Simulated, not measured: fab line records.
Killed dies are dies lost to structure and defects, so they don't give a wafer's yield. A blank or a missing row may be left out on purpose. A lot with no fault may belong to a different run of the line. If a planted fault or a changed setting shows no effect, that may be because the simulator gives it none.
fab line records	flow ritCmos	part 1 of 2: steps 1 to 25 of 27
record lots=5	wafers=23
route steps=202 shown ACTIVE@4 PWELL@40 PRETRO@65 GATE@88 REOX@101 PLDD@115 SPACER@125 PSD@150 SDANNEAL@155 M1@202
startH: hours from the record's first day to the start of the lot's first wafer shown	waitH: hours since the lot's step before	" as in the row above	L1.1+2: several wafers, shown together as one row	- no value present, or no start provided	* or withheld: withheld	< > ~ a bound
route shown NAME@n: NAME is a module with steps in the file, n the number in the route of the first one	usual: average and standard deviation across the fault-free wafers	same: alike in all rows	chamber/n: place in a boat	sites: the reading at each site	_std_site: standard deviation across them	_edge_site: outer sites' mean less inner sites'	radiusMm: for every site, how far away it sits from the centre of the wafer	mask NAME#n: copy n	behind: the last tool/chamber to shape the wafer	hold: what put the lot on hold/how long, in hours/how the hold closed	device: names the non-switching transistor (n, p or np)	end of line: the same wafers' tests at the end of the route	a step with no rows: only its recipe	killed: count of dies lost to structure and defects at first sort (not the wafer's yield)	map: a wafer's dies, x killed, . not, _ none there
set.NAME: the setting as run; set.NAME@STEP: as run at that earlier step	model.NAME: the simulator's own value behind a step, which no gauge read
lots run with intentionally changed settings; tables by step, rows by wafer
## steps
# step RIT_ACTIVE_CVD_03
# recipe material=Si3N4	targetThkNm=150	tempC=810	precursor=SiH2Cl2/NH3	timeS=1500	pressureMtorr=300	sih2cl2FlowSccm=60	nh3FlowSccm=150
lot.wafer	tool	chamber	startH	waitH	set.timeS	model.Si3N4_of_ACTIVE_CVD_03.thkNm
L076.1	-	-	-	0.1	1355	136.3
L076.2	"	-	"	"	1355	135.5
L076.3	"	-	"	"	1355	134.5
L076.4	"	-	"	"	1355	134.9
L076.5	"	-	"	"	1355	134.3
L078.1	-	-	-	0.1	1500	149.8
L078.2	"	-	"	"	1500	149.6
L078.4	"	-	"	"	1500	148.8
L078.5	"	-	"	"	1500	148.6
L078.6	"	-	"	"	1500	149
L080.1	-	-	-	0.1	1327	132.7
L080.2	"	-	"	"	1327	134.3
L080.3	"	-	"	"	1327	133.3
L080.4	"	-	"	"	1327	132.9
L080.6	"	-	"	"	1327	133.1
L081.2	lpcvd-01	0	48.50	0.8	1500	148.7
L081.3	"	0	"	"	1500	148.2
L081.6	"	0	"	"	1500	148.4
L083.1	-	-	-	0.1	1500	151.1
L083.2	"	-	"	"	1500	152.5
L083.3	"	-	"	"	1500	152.2
L083.4	"	-	"	"	1500	151.3
L083.6	"	-	"	"	1500	151.8
# step RIT_ACTIVE_THK_MEAS_04
# recipe reads=Si3N4_of_ACTIVE_CVD_03
# usual ACTIVE_NITRIDE_THK=150.4/1.7
lot.wafer	tool	chamber	startH	waitH	set.timeS@ACTIVE_CVD_03	ACTIVE_NITRIDE_THK[nm]
L076.1	filmMetro-03	-	-	-	1355	136.3
L076.2	"	-	"	"	1355	135.5
L076.3	"	-	"	"	1355	134.5
L076.4	"	-	"	"	1355	134.7
L076.5	"	-	"	"	1355	134.2
L078.1	filmMetro-01	-	-	-	1500	149.9
L078.2	"	-	"	"	1500	149.6
L078.4	"	-	"	"	1500	148.8
L078.5	"	-	"	"	1500	148.5
L078.6	"	-	"	"	1500	149.0
L080.1	filmMetro-02	-	-	-	1327	132.7
L080.2	"	-	"	"	1327	134.2
L080.3	"	-	"	"	1327	133.3
L080.4	"	-	"	"	1327	132.8
L080.6	"	-	"	"	1327	133.1
L081.2	filmMetro-03	-	49.92	0.0	1500	148.8
L081.3	"	-	"	"	1500	148.2
L081.6	"	-	"	"	1500	148.3
L083.1	filmMetro-03	-	-	-	1500	151.1
L083.2	"	-	"	"	1500	152.5
L083.3	"	-	"	"	1500	152.4
L083.4	"	-	"	"	1500	151.2
L083.6	"	-	"	"	1500	151.7
# step RIT_ACTIVE_DEVELOP_10
# recipe resist=NOVOLAK	developTimeS=50	devTempC=23
lot.wafer	tool	chamber	startH	waitH	set.developTimeS
L076.1+4	lithoTrack-03	0	-	-	50
L076.2+3+5	"	0	"	"	43.07
L078.1+5	lithoTrack-03	0	-	-	50
L078.2+4+6	"	0	"	"	47.1
L080.1+2+3+4+6	lithoTrack-03	0	-	-	50
L081.2+3+6	lithoTrack-01	0	-	-	50
L083.1+2	lithoTrack-04	0	-	-	50
L083.3+4+6	"	0	"	"	54.33
# step RIT_ACTIVE_CD_MEAS_11
# recipe targetCdNm=1400
# usual cdNm=1398.9/2.1
lot.wafer	tool	chamber	startH	waitH	set.developTimeS@ACTIVE_DEVELOP_10	cdNm
L076.1	cdSem-01	-	25.40	-	50	1396.9
L076.2	"	-	"	"	43.07	1414.3
L076.3	"	-	"	"	43.07	1411.9
L076.4	"	-	"	"	50	1399.6
L076.5	"	-	"	"	43.07	1414.8
L078.1	cdSem-02	-	35.26	-	50	1397.7
L078.2	"	-	"	"	47.1	1403.0
L078.4	"	-	"	"	47.1	1406.2
L078.5	"	-	"	"	50	1397.9
L078.6	"	-	"	"	47.1	1405.8
L080.1	cdSem-02	-	47.52	-	50	1396.3
L080.2	"	-	"	"	50	1398.0
L080.3	"	-	"	"	50	1397.6
L080.4	"	-	"	"	50	1396.4
L080.6	"	-	"	"	50	1400.0
L081.2	cdSem-02	-	50.88	-	50	1399.8
L081.3	"	-	"	"	50	1399.3
L081.6	"	-	"	"	50	1398.7
L083.1	cdSem-01	-	60.42	-	50	1397.2
L083.2	"	-	"	"	50	1395.8
L083.3	"	-	"	"	54.33	1388.5
L083.4	"	-	"	"	54.33	1385.7
L083.6	"	-	"	"	54.33	1386.4
# step RIT_ACTIVE_ETCH_13
# recipe stopOn=SiO2	chemistry=SF6	target=Si3N4	timeS=210	overEtchFrac=0.4	SF6_flow_sccm=200	pressureMtorr=260	rfW=125	targetDepthA=2100
lot.wafer	tool	chamber	startH	waitH	set.pressureMtorr	set.timeS@ACTIVE_CVD_03	set.developTimeS@ACTIVE_DEVELOP_10	model.ACTIVE.featureDepthNm	model.etch.depthNm	model.ACTIVE.cdNm
L076.1	rieDiel-01	1	25.67	0.1	237.7	1355	50	136.3	-	1397
L076.2	"	0	"	"	237.7	1355	43.07	135.5	-	1414
L076.3	"	3	"	"	237.7	1355	43.07	134.5	134.5	1413
L076.4	"	2	"	"	237.7	1355	50	134.9	134.9	1400
L076.5	"	0	"	"	237.7	1355	43.07	134.3	134.3	1415
L078.1	rieDiel-03	0	35.53	0.1	260	1500	50	151.1	149.8	1398
L078.2	"	2	"	"	260	1500	47.1	149.6	-	1403
L078.4	"	1	"	"	260	1500	47.1	148.8	-	1406
L078.5	"	0	"	"	260	1500	50	149.8	-	1398
L078.6	"	1	"	"	260	1500	47.1	149	149	1406
L080.1	rieDiel-04	2	47.79	0.1	277.6	1327	50	132.7	132.7	1397
L080.2	"	0	"	"	277.6	1327	50	136.7	-	1398
L080.3	"	3	"	"	277.6	1327	50	135.1	-	1398
L080.4	"	1	"	"	277.6	1327	50	133.9	132.9	1396
L080.6	"	1	"	"	277.6	1327	50	134.1	-	1400
L081.2	rieDiel-03	0	51.13	0.1	260	1500	50	149.9	148.7	1400
L081.3	"	2	"	"	260	1500	50	148.2	148.2	1399
L081.6	"	1	"	"	260	1500	50	148.4	148.4	1399
L083.1	rieDiel-01	1	60.69	0.1	233.9	1500	50	151.1	-	1397
L083.2	"	3	"	"	233.9	1500	50	152.5	152.5	1396
L083.3	"	0	"	"	233.9	1500	54.33	152.2	152.2	1388
L083.4	"	2	"	"	233.9	1500	54.33	151.3	151.3	1386
L083.6	"	2	"	"	233.9	1500	54.33	151.8	-	1386
# step RIT_ACTIVE_STRIP_14
# recipe chemistry=O2	timeS=180	resist=NOVOLAK	platenTempC=withheld	powerW=500	pressureMtorr=4000	o2FlowSccm=4000
# step RIT_ACTIVE_CD_MEAS_90
# recipe targetCdNm=1400
# usual cdNm=1398.8/2.1
lot.wafer	tool	chamber	startH	waitH	set.developTimeS@ACTIVE_DEVELOP_10	cdNm
L076.1	cdSem-02	-	25.98	0.1	50	1397.0
L076.2	"	-	"	"	43.07	1414.7
L076.3	"	-	"	"	43.07	1412.5
L076.4	"	-	"	"	50	1400.0
L076.5	"	-	"	"	43.07	1415.0
L078.1	cdSem-01	-	35.84	0.1	50	1398.0
L078.2	"	-	"	"	47.1	1403.3
L078.4	"	-	"	"	47.1	1405.7
L078.5	"	-	"	"	50	1398.2
L078.6	"	-	"	"	47.1	1405.8
L080.1	cdSem-01	-	48.12	0.1	50	1396.7
L080.2	"	-	"	"	50	1397.9
L080.3	"	-	"	"	50	1398.0
L080.4	"	-	"	"	50	1396.5
L080.6	"	-	"	"	50	1400.7
L081.2	cdSem-02	-	51.46	0.1	50	1399.8
L081.3	"	-	"	"	50	1399.4
L081.6	"	-	"	"	50	1398.8
L083.1	cdSem-01	-	61.00	0.1	50	1396.8
L083.2	"	-	"	"	50	1395.4
L083.3	"	-	"	"	54.33	1387.8
L083.4	"	-	"	"	54.33	1385.9
L083.6	"	-	"	"	54.33	1386.1
# step RIT_PWELL_COAT_01
# recipe resist=NOVOLAK	spinRpm=2000	resistThkNm=1300
lot.wafer	tool	chamber	startH	waitH	set.spinRpm	model.NOVOLAK_of_PWELL_COAT_01.thkNm
L076.1+2	lithoTrack-04	0	36.85	0.1	2042	1279
L076.3	"	0	"	"	2000	1297
L076.4	"	0	"	"	2000	1290
L076.5	"	0	"	"	2042	1282
L078.1	lithoTrack-01	0	42.09	0.1	2144	1251
L078.2	"	0	"	"	2144	1252
L078.4	"	0	"	"	2000	1293
L078.5	"	0	"	"	2000	1294
L078.6	"	0	"	"	2144	1249
L080.1	lithoTrack-01	0	55.29	0.1	2000	1295
L080.2	"	0	"	"	1854	1347
L080.3	"	0	"	"	2000	1300
L080.4	"	0	"	"	2000	1298
L080.6	"	0	"	"	1854	1344
L081.2	lithoTrack-02	0	57.76	0.1	2000	1303
L081.3	"	0	"	"	2000	1302
L081.6	"	0	"	"	2000	1304
L083.1+3	lithoTrack-01	0	69.11	0.1	1920	1328
L083.2	"	0	"	"	2000	1300
L083.4	"	0	"	"	2000	1302
L083.6	"	0	"	"	1920	1334
# step RIT_PWELL_DEVELOP_05
# recipe resist=NOVOLAK	developTimeS=68	devTempC=23
lot.wafer	tool	chamber	startH	waitH	set.developTimeS
L076.1+4+5	lithoTrack-04	0	-	-	61.76
L076.2+3	"	0	"	"	68
L078.1+2	lithoTrack-04	0	-	-	62.96
L078.4+5+6	"	0	"	"	68
L080.1+2+6	lithoTrack-02	0	-	-	63.33
L080.3+4	"	0	"	"	68
L081.2+3+6	lithoTrack-04	0	-	-	68
L083.1+2+3+4+6	lithoTrack-01	0	-	-	68
# step RIT_PWELL_HARDBAKE_07
# recipe resist=NOVOLAK	tempC=140	timeS=120
lot.wafer	tool	chamber	startH	waitH	set.spinRpm@PWELL_COAT_01	model.NOVOLAK_of_PWELL_COAT_01.thkNm
L076.1+2	lithoTrack-02	0	37.93	0.1	2042	1119
L076.3	"	0	"	"	2000	1134
L076.4	"	0	"	"	2000	1129
L076.5	"	0	"	"	2042	1121
L078.1+2	lithoTrack-04	0	42.98	0.0	2144	1095
L078.4	"	0	"	"	2000	1131
L078.5	"	0	"	"	2000	1132
L078.6	"	0	"	"	2144	1093
L080.1	lithoTrack-04	0	56.05	0.0	2000	1133
L080.2	"	0	"	"	1854	1177
L080.3	"	0	"	"	2000	1137
L080.4	"	0	"	"	2000	1135
L080.6	"	0	"	"	1854	1175
L081.2+6	lithoTrack-02	0	58.55	0.1	2000	1140
L081.3	"	0	"	"	2000	1138
L083.1+3	lithoTrack-04	0	69.88	0.0	1920	1161
L083.2	"	0	"	"	2000	1136
L083.4	"	0	"	"	2000	1139
L083.6	"	0	"	"	1920	1166
# step RIT_PRETRO_COAT_01
# recipe resist=NOVOLAK	spinRpm=2000	resistThkNm=1300
lot.wafer	tool	chamber	startH	waitH	set.spinRpm	model.NOVOLAK_of_PRETRO_COAT_01.thkNm
L076.1+3	lithoTrack-01	0	46.10	0.1	2000	1292
L076.2	"	0	"	"	1898	1328
L076.4	"	0	"	"	1898	1324
L076.5	"	0	"	"	1898	1329
L078.1	lithoTrack-04	0	52.14	0.1	2000	1298
L078.2+5	"	0	"	"	2000	1299
L078.4	"	0	"	"	1961	1314
L078.6	"	0	"	"	1961	1312
L080.1	lithoTrack-04	0	64.98	0.1	2000	1307
L080.2	"	0	"	"	1946	1324
L080.3+4	"	0	"	"	1946	1321
L080.6	"	0	"	"	2000	1301
L081.2+6	lithoTrack-04	0	66.29	0.1	2000	1304
L081.3	"	0	"	"	2000	1303
L083.1	lithoTrack-04	0	77.54	0.1	2069	1279
L083.2	"	0	"	"	2000	1304
L083.3	"	0	"	"	2000	1305
L083.4	"	0	"	"	2069	1282
L083.6	"	0	"	"	2069	1284
# step RIT_PRETRO_SOFTBAKE_02
# recipe resist=NOVOLAK	tempC=90	timeS=61.8
# step RIT_PRETRO_EXPOSE_03
# recipe maskId=M5	na=0.57	targetCdNm=43700	doseMj=250
# step RIT_PRETRO_DEVELOP_05
# recipe resist=NOVOLAK	developTimeS=68	devTempC=23
# step RIT_PRETRO_HARDBAKE_07
# recipe resist=NOVOLAK	tempC=140	timeS=120
lot.wafer	tool	chamber	startH	waitH	set.spinRpm@PRETRO_COAT_01	model.NOVOLAK_of_PRETRO_COAT_01.thkNm
L076.1+3	lithoTrack-01	0	46.99	0.0	2000	1130
L076.2	"	0	"	"	1898	1161
L076.4	"	0	"	"	1898	1158
L076.5	"	0	"	"	1898	1162
L078.1+2+5	lithoTrack-01	0	52.90	0.0	2000	1136
L078.4	"	0	"	"	1961	1149
L078.6	"	0	"	"	1961	1148
L080.1	lithoTrack-04	0	65.75	0.0	2000	1143
L080.2	"	0	"	"	1946	1158
L080.3+4	"	0	"	"	1946	1155
L080.6	"	0	"	"	2000	1137
L081.2+6	lithoTrack-01	0	67.27	0.1	2000	1140
L081.3	"	0	"	"	2000	1139
L083.1	lithoTrack-03	0	78.43	0.0	2069	1119
L083.2	"	0	"	"	2000	1140
L083.3	"	0	"	"	2000	1141
L083.4	"	0	"	"	2069	1121
L083.6	"	0	"	"	2069	1123
# step RIT_GATE_SOFTBAKE_12
# recipe resist=NOVOLAK	tempC=90	timeS=60
lot.wafer	tool	chamber	startH	waitH	set.tempC
L076.1+2+5	lithoTrack-03	0	52.18	0.1	91.28
L076.3+4	"	0	"	"	90
L078.1+2+4+5+6	lithoTrack-02	0	59.33	0.1	90
L080.1+2+6	lithoTrack-04	0	70.63	0.1	92.62
L080.3+4	"	0	"	"	90
L081.2+3+6	lithoTrack-03	0	72.35	0.1	90
L083.1+4	lithoTrack-02	0	85.87	0.1	90
L083.2+3+6	"	0	"	"	86.66
# step RIT_GATE_DEVELOP_15
# recipe resist=NOVOLAK	developTimeS=50	devTempC=23
lot.wafer	tool	chamber	startH	waitH	set.developTimeS	set.tempC@GATE_SOFTBAKE_12	model.NOVOLAK_of_GATE_COAT_11.thkNm
L076.1	lithoTrack-02	0	-	-	50	91.28	845.6
L076.2	"	0	"	"	50	91.28	846.4
L076.3	"	0	"	"	55.94	90	850.2
L076.4	"	0	"	"	50	90	847.8
L076.5	"	0	"	"	55.94	91.28	847.5
L078.1	lithoTrack-03	0	-	-	50	90	846.9
L078.2	"	0	"	"	45.08	90	848.8
L078.4	"	0	"	"	50	90	848.1
L078.5	"	0	"	"	45.08	90	850.5
L078.6	"	0	"	"	45.08	90	849.1
L080.1	lithoTrack-02	0	-	-	53.42	92.62	845.4
L080.2	"	0	"	"	50	92.62	842.9
L080.3	"	0	"	"	53.42	90	851.1
L080.4	"	0	"	"	53.42	90	847.9
L080.6	"	0	"	"	50	92.62	845
L081.2	lithoTrack-04	0	-	-	50	90	851.7
L081.3	"	0	"	"	50	90	852
L081.6	"	0	"	"	50	90	852.6
L083.1	lithoTrack-03	0	-	-	50	90	848.7
L083.2	"	0	"	"	50	86.66	855.5
L083.3	"	0	"	"	50	86.66	855.7
L083.4	"	0	"	"	50	90	847.3
L083.6	"	0	"	"	50	86.66	857.1
# step RIT_REOX_OXIDATION_03
# recipe tempC=900	ambient=O2	targetThkA=252	oxTimeS=5580
lot.wafer	tool	chamber	startH	waitH	set.tempC	model.SiO2_of_REOX_OXIDATION_03.thkNm
L076.1	-	-	-	0.0	907.5	27.92
L076.2	"	-	"	"	907.5	28.27
L076.3	"	-	"	"	907.5	27.94
L076.4	"	-	"	"	907.5	28.11
L076.5	"	-	"	"	907.5	27.99
L078.1	-	-	-	1.8	924.1	33.1
L078.2	"	-	"	"	924.1	32.79
L078.4+5	"	-	"	"	924.1	32.78
L078.6	"	-	"	"	924.1	32.84
L080.1	-	-	-	0.0	921.4	31.47
L080.2	"	-	"	"	921.4	31.83
L080.3	"	-	"	"	921.4	31.58
L080.4	"	-	"	"	921.4	31.86
L080.6	"	-	"	"	921.4	32.05
L081.2	furnace-04	0	76.00	1.8	900	25.87
L081.3	"	0	"	"	900	25.79
L081.6	"	0	"	"	900	25.62
L083.1	-	-	-	0.0	877	19.28
L083.2	"	-	"	"	877	19.22
L083.3	"	-	"	"	877	19.59
L083.4	"	-	"	"	877	19.39
L083.6	"	-	"	"	877	19.71
# step RIT_REOX_THK_MEAS_04
# recipe reads=SiO2_of_REOX_OXIDATION_03
# usual REOX_OXIDE_THK=25.4/0.46
lot.wafer	tool	chamber	startH	waitH	set.tempC@REOX_OXIDATION_03	REOX_OXIDE_THK[nm]
L076.1	filmMetro-04	-	-	-	907.5	27.9
L076.2	"	-	"	"	907.5	28.2
L076.3	"	-	"	"	907.5	28.0
L076.4	"	-	"	"	907.5	28.2
L076.5	"	-	"	"	907.5	28.0
L078.1	filmMetro-02	-	-	-	924.1	33.1
L078.2	"	-	"	"	924.1	32.8
L078.4	"	-	"	"	924.1	32.9
L078.5	"	-	"	"	924.1	32.8
L078.6	"	-	"	"	924.1	32.9
L080.1	filmMetro-04	-	-	-	921.4	31.5
L080.2	"	-	"	"	921.4	31.8
L080.3	"	-	"	"	921.4	31.6
L080.4	"	-	"	"	921.4	31.9
L080.6	"	-	"	"	921.4	32.1
L081.2	filmMetro-02	-	78.56	0.0	900	25.9
L081.3	"	-	"	"	900	25.8
L081.6	"	-	"	"	900	25.7
L083.1	filmMetro-02	-	-	-	877	19.3
L083.2	"	-	"	"	877	19.2
L083.3	"	-	"	"	877	19.6
L083.4	"	-	"	"	877	19.4
L083.6	"	-	"	"	877	19.7
# step RIT_PLDD_COAT_01
# recipe resist=NOVOLAK	spinRpm=3250	resistThkNm=1000
lot.wafer	tool	chamber	startH	waitH	set.spinRpm	model.NOVOLAK_of_PLDD_COAT_01.thkNm
L076.1	lithoTrack-01	0	58.14	0.1	3250	1002
L076.2	"	0	"	"	3460	967.2
L076.3	"	0	"	"	3250	998.5
L076.4	"	0	"	"	3460	968.8
L076.5	"	0	"	"	3250	1000
L078.1	lithoTrack-02	0	67.09	0.1	3344	984.7
L078.2	"	0	"	"	3344	983.6
L078.4	"	0	"	"	3250	996.1
L078.5	"	0	"	"	3250	997.1
L078.6	"	0	"	"	3344	980.8
L080.1	lithoTrack-01	0	76.56	0.1	3368	981.9
L080.2	"	0	"	"	3368	983
L080.3	"	0	"	"	3250	999.5
L080.4	"	0	"	"	3368	981.3
L080.6	"	0	"	"	3250	997.9
L081.2	lithoTrack-03	0	80.36	0.1	3250	998.8
L081.3	"	0	"	"	3250	1002
L081.6	"	0	"	"	3250	998.5
L083.1+6	lithoTrack-03	0	91.90	0.1	3250	1001
L083.2	"	0	"	"	3250	1000
L083.3	"	0	"	"	3250	997.4
L083.4	"	0	"	"	3250	1002
# step RIT_SPACER_CLEAN_00
# recipe chemistry=SC1	mix=3:3:50	timeS=600	tempC=75
lot.wafer	tool	chamber	startH	waitH	set.timeS	set.tempC@REOX_OXIDATION_03	model.SiO2_of_REOX_OXIDATION_03.thkNm
L076.1	-	-	-	0.1	600	907.5	25.74
L076.2	"	-	"	"	600	907.5	26.04
L076.3	"	-	"	"	600	907.5	25.75
L076.4	"	-	"	"	600	907.5	25.91
L076.5	"	-	"	"	600	907.5	25.79
L078.1	-	-	-	0.1	600	924.1	30.61
L078.2	"	-	"	"	600	924.1	30.32
L078.4+5	"	-	"	"	600	924.1	30.31
L078.6	"	-	"	"	600	924.1	30.36
L080.1	-	-	-	0.1	551	921.4	29.18
L080.2	"	-	"	"	551	921.4	29.52
L080.3	"	-	"	"	551	921.4	29.29
L080.4	"	-	"	"	551	921.4	29.56
L080.6	"	-	"	"	551	921.4	29.72
L081.2	wetBench-04	2	81.73	0.0	600	900	23.92
L081.3	"	2	"	"	600	900	23.82
L081.6	"	2	"	"	600	900	23.69
L083.1	-	-	-	0.1	666.9	877	17.59
L083.2	"	-	"	"	666.9	877	17.55
L083.3	"	-	"	"	666.9	877	17.9
L083.4	"	-	"	"	666.9	877	17.72
L083.6	"	-	"	"	666.9	877	18
# step RIT_PSD_IMPLANT_08
# recipe species=BF2	energyKev=27	doseCm2=5e+15	tiltDeg=7
lot.wafer	tool	chamber	startH	waitH	set.energyKev	model.implant.rpNm	model.implant.drpNm
L076.1+2+4	implanter-04	0	64.61	0.1	27	22.62	12.05
L076.3+5	"	0	"	"	27.65	23.06	12.25
L078.1+2+4+5+6	implanter-01	0	73.76	0.1	27	21.47	12.05
L080.1+2+3	implanter-01	0	82.99	0.1	27	21.76	12.05
L080.4+6	"	0	"	"	28.15	22.5	12.4
L081.2+3+6	implanter-03	0	87.09	0.1	27	21.75	12.05
L083.1+2+6	implanter-03	0	98.74	0.1	27	21.63	12.05
L083.3+4	"	0	"	"	26.5	21.31	11.89
# step RIT_PSD_STRIP_09
# recipe chemistry=O2	timeS=180	resist=NOVOLAK	platenTempC=withheld	powerW=500	pressureMtorr=4000	o2FlowSccm=4000
# step RIT_SDANNEAL_CLEAN_02
# recipe chemistry=SC2	mix=3:3:50	timeS=600	tempC=75	dry=n2Spin
# step RIT_SDANNEAL_RTA_03
# recipe tempC=1050	timeS=5.234	idleTempC=600	rampUpCPerS=342	rampDownCPerS=171	coolToC=600	ambient=N2
## key
split step=RIT_ACTIVE_CVD_03	setting=timeS	stated=1500	by=lot
response step=RIT_ACTIVE_CVD_03	reading=model.Si3N4_of_ACTIVE_CVD_03.thkNm	change=+1.49	per=1%	r=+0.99
response step=RIT_ACTIVE_THK_MEAS_04	reading=ACTIVE_NITRIDE_THK	change=+1.49	per=1%	r=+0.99
response step=RIT_ACTIVE_ETCH_13	reading=model.ACTIVE.featureDepthNm	change=+1.45	per=1%	r=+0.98
response step=RIT_ACTIVE_ETCH_13	reading=model.etch.depthNm	change=+1.55	per=1%	r=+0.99
split step=RIT_ACTIVE_DEVELOP_10	setting=developTimeS	stated=50	by=wafer
response step=RIT_ACTIVE_CD_MEAS_11	reading=cdNm	change=-1.12	per=1%	r=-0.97
response step=RIT_ACTIVE_ETCH_13	reading=model.ACTIVE.cdNm	change=-1.14	per=1%	r=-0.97
response step=RIT_ACTIVE_CD_MEAS_90	reading=cdNm	change=-1.12	per=1%	r=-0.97
split step=RIT_ACTIVE_ETCH_13	setting=pressureMtorr	stated=260	by=lot
response none clear
split step=RIT_PWELL_COAT_01	setting=spinRpm	stated=2000	by=wafer
response step=RIT_PWELL_COAT_01	reading=model.NOVOLAK_of_PWELL_COAT_01.thkNm	change=-6.41	per=1%	r=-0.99
response step=RIT_PWELL_HARDBAKE_07	reading=model.NOVOLAK_of_PWELL_COAT_01.thkNm	change=-5.52	per=1%	r=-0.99
split step=RIT_PWELL_DEVELOP_05	setting=developTimeS	stated=68	by=wafer
response none clear
split step=RIT_PRETRO_COAT_01	setting=spinRpm	stated=2000	by=wafer
response step=RIT_PRETRO_COAT_01	reading=model.NOVOLAK_of_PRETRO_COAT_01.thkNm	change=-6.84	per=1%	r=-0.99
response step=RIT_PRETRO_HARDBAKE_07	reading=model.NOVOLAK_of_PRETRO_COAT_01.thkNm	change=-5.89	per=1%	r=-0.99
split step=RIT_GATE_SOFTBAKE_12	setting=tempC	stated=90	by=wafer
response step=RIT_GATE_DEVELOP_15	reading=model.NOVOLAK_of_GATE_COAT_11.thkNm	change=-1.99	per=1%	r=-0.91
split step=RIT_GATE_DEVELOP_15	setting=developTimeS	stated=50	by=wafer
response step=RIT_M1_PROBE_99	reading=model.etest.pmos_0p3.rOnOhmUm	change=-33.5	per=1%	r=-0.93
response step=RIT_M1_PROBE_99	reading=model.etest.pmos_0p15.rOnOhmUm	change=-37.4	per=1%	r=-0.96
response step=RIT_M1_PROBE_99	reading=model.etest.nmos_0p3.rOnOhmUm	change=-11	per=1%	r=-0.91
response step=RIT_M1_PROBE_99	reading=model.etest.nmos_0p15.rOnOhmUm	change=-10	per=1%	r=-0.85
split step=RIT_REOX_OXIDATION_03	setting=tempC	stated=900	by=lot
response step=RIT_REOX_OXIDATION_03	reading=model.SiO2_of_REOX_OXIDATION_03.thkNm	change=+2.54	per=1%	r=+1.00
response step=RIT_REOX_THK_MEAS_04	reading=REOX_OXIDE_THK	change=+2.54	per=1%	r=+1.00
response step=RIT_SPACER_CLEAN_00	reading=model.SiO2_of_REOX_OXIDATION_03.thkNm	change=+2.4	per=1%	r=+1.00
response step=RIT_M1_PROBE_99	reading=model.etest.nldd.rsOhmSq	change=+63.7	per=1%	r=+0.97
split step=RIT_PLDD_COAT_01	setting=spinRpm	stated=3250	by=wafer
response step=RIT_PLDD_COAT_01	reading=model.NOVOLAK_of_PLDD_COAT_01.thkNm	change=-4.86	per=1%	r=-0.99
split step=RIT_SPACER_CLEAN_00	setting=timeS	stated=600	by=lot
response none clear
split step=RIT_PSD_IMPLANT_08	setting=energyKev	stated=27	by=wafer
response step=RIT_PSD_IMPLANT_08	reading=model.implant.rpNm	change=+0.175	per=1%	r=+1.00
response step=RIT_PSD_IMPLANT_08	reading=model.implant.drpNm	change=+0.0844	per=1%	r=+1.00
response step=RIT_SDANNEAL_RS_MEAS_04	reading=PSD_RS	change=-0.625	per=1%	r=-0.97
